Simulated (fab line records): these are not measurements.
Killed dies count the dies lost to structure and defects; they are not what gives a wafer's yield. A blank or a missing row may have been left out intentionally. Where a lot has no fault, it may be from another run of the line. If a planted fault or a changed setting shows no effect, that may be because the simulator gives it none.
Problem report in the 8D (eight disciplines) form, filled by code ; flow berkeley cmos170 ; the parts of the form that need people (team, actions taken, sign-off) are left out

== 1. THE ISSUE ==
Across 6 wafers from 2 lots, NVT_TW at UCB170_NVT_TW_MEAS_09 averages 459, while fault-free wafers read 520 with a standard deviation of 3.9. That is -16 standard deviations from the usual mean.
First observed at day 8 07:20: wafer L224.2, on film metro-04. Wafers with a number at this step in the record: 42, from 14 lots. By rule, "out" or "out of limits" means more than 4 standard deviations away from the usual mean. Any other wafer with a number is counted as sound.

== 2. WHAT IT IS, WHAT IT ISN'T ==
question;is;is not
which readings at this step;NVT_TW;-
which lots;L224, L225;L214, L215, L216, L217, L218, L219, L227, L229, L230, L233, L236, L237
which wafers of those lots;all that have a number;-
read on which gauges;film metro-02, film metro-04;film metro-03
when;from day 8 07:20;"up to then (18 sound wafers); but 18 sound wafers of L227, L229, L230, L233, L236, L237 came after"

== 3. WHAT RULES OUT EACH SUSPECT ==
Counting: a tool at a process step up to the reading stays a suspect if it ran every lot that is out and no sound lot after the first of them.
- ruled out: the gauge at UCB170_NVT_TW_MEAS_09. 2 gauges (film metro-02, film metro-04) read the wafers that are out.
- implanter-03 at UCB170_NVT_IMPLANT_07: kept. All lots that are out passed through it, beginning with L224 at day 8 07:06, and no sound lot followed; its final sound lot before that point was L217 at day 6 12:21. On those wafers its own readings are out: dose ions cm2, faraday current uA.
Left after counting: implanter-03 at UCB170_NVT_IMPLANT_07.

== 4. THE CAUSE (what the simulator had put in) ==
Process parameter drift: implanter-03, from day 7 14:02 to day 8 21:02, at UCB170_NVT_IMPLANT_07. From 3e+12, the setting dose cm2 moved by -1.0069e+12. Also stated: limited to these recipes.
This tool alone remained once counting was done.

== 5. THE EFFECT CHAIN, in route order ==
Rows list readings where the struck wafers' mean (over those with a number) sits beyond 3 standard deviations from the usual. Readings are gone through only where the record gives a usual standard deviation; hours: the median, over the lots, of the time from a lot's start at the first step in this table giving one to that lot's start at this step; sigmas: the change measured in usual standard deviations.
hours;step;reading;usual;on struck wafers;change;sigmas
0;UCB170_NVT_IMPLANT_07;dose ions cm2;3e+12;2e+12;-1e+12;-99 or more
0;UCB170_NVT_IMPLANT_07;faraday current uA;9.50;6.37;-3.13;-14
0;UCB170_NVT_TW_MEAS_09;NVT_TW;520;459;-61;-16
Process steps it contains:
- UCB170_NVT_IMPLANT_07
Later steps that measure or inspect, where all struck wafers having a row at the step show a number for every such reading and not one has moved that far: UCB170_PVT_TW_MEAS_09.

== 6. HOW IT WOULD HAVE BEEN CAUGHT EARLIER ==
The first out-of-limits reading at a measuring or inspecting step in this record came at day 8 07:20, 17 hours after the fault's start at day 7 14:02.
The tool's own readings at UCB170_NVT_IMPLANT_07 were out on every struck wafer that the step has a row for (dose ions cm2, faraday current uA): an alarm limit on them would have fired on the first of those.
Among the 2 lots that are out, L225 began UCB170_NVT_IMPLANT_07 on implanter-03 after day 8 07:20. It would have been spared by a hold on the tool at that moment.
